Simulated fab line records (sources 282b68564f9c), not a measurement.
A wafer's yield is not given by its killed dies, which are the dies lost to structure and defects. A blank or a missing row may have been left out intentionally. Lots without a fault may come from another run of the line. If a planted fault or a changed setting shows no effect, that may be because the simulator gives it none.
Split-lot trial ; flow rit cmos ; on a route of 202 steps: 5 lots, 23 wafers read

== THE SPLIT ITSELF ==
At RIT_NSD_IMPLANT_08, the setting energy kev was moved away from the recipe's 25 on 8 of the 23 wafers read, by -5.9% to +3.9%. For the rest of the wafers, this setting stayed at what the recipe calls for.

The reading is taken at the split's own step.

== THE READING ==
implant.drp nm (the simulator's own value, which no gauge read), in nm, at RIT_NSD_IMPLANT_08. The file gives no usual value for it.

wafer;tool, chamber at the split;energy kev as run;against the recipe;implant.drp nm, nm;against lot-mates on the recipe
L074.1;implanter-02, 0;25;recipe;14.84;-
L074.2;implanter-02, 0;25;recipe;14.84;-
L074.3;implanter-02, 0;25;recipe;14.84;-
L074.4;implanter-02, 0;25.98;+3.9%;15.19;+0.35
L074.5;implanter-02, 0;25.98;+3.9%;15.19;+0.35
L075.1;implanter-03, 0;25;recipe;14.84;-
L075.2;implanter-03, 0;25;recipe;14.84;-
L075.3;implanter-03, 0;25;recipe;14.84;-
L075.5;implanter-03, 0;25;recipe;14.84;-
L075.6;implanter-03, 0;25;recipe;14.84;-
L076.1;implanter-01, 0;25;recipe;14.84;-
L076.2;implanter-01, 0;25;recipe;14.84;-
L076.6;implanter-01, 0;25;recipe;14.84;-
L078.1;implanter-03, 0;25;recipe;14.84;-
L078.6;implanter-03, 0;25;recipe;14.84;-
L078.2;implanter-03, 0;23.53;-5.9%;14.3;-0.54
L078.4;implanter-03, 0;23.53;-5.9%;14.3;-0.54
L078.5;implanter-03, 0;23.53;-5.9%;14.3;-0.54
L085.2;implanter-01, 0;24.59;-1.6%;14.69;-0.15
L085.3;implanter-01, 0;24.59;-1.6%;14.69;-0.15
L085.5;implanter-01, 0;24.59;-1.6%;14.69;-0.15
L085.4;implanter-01, 0;25;recipe;14.84;-
L085.6;implanter-01, 0;25;recipe;14.84;-

FIT RESULTS
A straight line over all 23 wafers: implant.drp nm changes by +0.0911 nm for each +1% of energy kev; r = +1.00; the points scatter about the line by 0.0024 nm.
The same after taking each lot's own level away (the mean of its wafers on the recipe; 23 wafers): +0.0911 nm for each +1%; r = +1.00; scatter 0.0024 nm.
Per that fit: largest energy kev move, reading shift of 0.54 nm.
The lots' own levels span 14.840 to 14.840 nm.
Hence the lot-to-lot level has little effect on the slope; both slopes agree.
Check: for one of the wafers moved furthest among these (-5.9%), held out of the fit, the line's prediction against its lot-mates is -0.536 nm. Against them it came out at -0.54 nm.

== THE WHOLE CHAIN: every reading that the file lists as answering this split, in the file's order ==
step;what it does;reading;change (the file's fit);r (the file's)
RIT_NSD_IMPLANT_08;;implant.rp nm (the simulator's own value, which no gauge read);+0.218 nm for each +1% of the setting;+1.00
RIT_NSD_IMPLANT_08;;implant.drp nm (the simulator's own value, which no gauge read);+0.09 nm for each +1% of the setting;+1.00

== FILE'S OWN FIT ==
implant.drp nm changes by +0.09 nm for each +1% of energy kev, r = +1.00.
